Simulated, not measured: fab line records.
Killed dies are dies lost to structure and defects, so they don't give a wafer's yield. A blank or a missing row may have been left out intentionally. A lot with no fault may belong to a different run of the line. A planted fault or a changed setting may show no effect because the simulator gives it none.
Chamber matching + flow berkeley-cmos170 + UCB170_NWELL_ETCH_13 on rie-diel-01: 4 sister chambers
The step etches Si3N4 in CH3F/Ar/O2, stops on SiO2, target depth 246.4 nm, time 154 s. 14 wafers are shown with their chamber, then 7 later ones without.

== WAFERS WITH THEIR CHAMBER ==
| wafer  | chamber | throttle-valve-pct (%) | oes-product-au (a.u.) |
|--------|---------|------------------------|-----------------------|
| L295.1 | 2       | 8.12                   | 0.947                 |
| L295.2 | 0       | 7.87                   | 0.921                 |
| L295.4 | 1       | 8.04                   | 0.957                 |
| L296.2 | 1       | 8.02                   | 0.952                 |
| L296.4 | 0       | 7.88                   | 0.921                 |
| L296.6 | 2       | 8.13                   | 0.954                 |
| L304.4 | 2       | 8.12                   | 0.958                 |
| L304.5 | 0       | 7.88                   | 0.922                 |
| L304.6 | 1       | 8.04                   | 0.966                 |
| L306.4 | 3       | 8.02                   | 0.956                 |
| L306.5 | 2       | 8.12                   | 0.957                 |
| L306.6 | 3       | 8.03                   | 0.962                 |
| L307.3 | 3       | 8.00                   | 0.946                 |
| L307.4 | 1       | 8.05                   | 0.952                 |

SIGNATURES (means of the wafers above)
| reading            | chamber 0 | chamber 1 | chamber 2 | chamber 3 | scatter within a chamber |
|--------------------|-----------|-----------|-----------|-----------|--------------------------|
| throttle-valve-pct | 7.8767    | 8.0375    | 8.1225    | 8.0167    | 0.0104                   |
| oes-product-au     | 0.92133   | 0.95675   | 0.95400   | 0.95467   | 0.0058                   |
Rule: for each reading, subtract the chamber's mean from the wafer's reading, divide by that reading's scatter and square the result; add these up over the readings and take the root, which gives the wafer's distance from the chamber. The wafer belongs to the nearest chamber; if the next one is less than 2 further off, it can't be placed. How the scatter is found: for the shown wafers, subtract from each reading the mean of its chamber, square and add these, divide the total by (wafers less chambers), then take the root.

== WAFERS WITHOUT THEIR CHAMBER ==
| wafer  | throttle-valve-pct (%) | oes-product-au (a.u.) |
|--------|------------------------|-----------------------|
| L307.5 | 8.14                   | 0.942                 |
| L308.3 | 8.14                   | 0.948                 |
| L308.4 | 8.02                   | 0.965                 |
| L308.5 | 7.88                   | 0.928                 |
| L309.1 | 8.03                   | 0.972                 |
| L309.4 | 7.88                   | 0.941                 |
| L309.5 | 7.87                   | 0.939                 |

== WHICH CHAMBER EACH WENT THROUGH ==
| wafer  | from the rows above     | in truth |
|--------|-------------------------|----------|
| L307.5 | 2                       | 2        |
| L308.3 | 2                       | 2        |
| L308.4 | can't be placed: 3 or 1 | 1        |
| L308.5 | 0                       | 0        |
| L309.1 | can't be placed: 1 or 3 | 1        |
| L309.4 | 0                       | 0        |
| L309.5 | 0                       | 0        |
Correct placement for 5 of the 7. These rows do not allow placing 2 (true chamber among the candidates in 2). Number placed wrongly: 0.
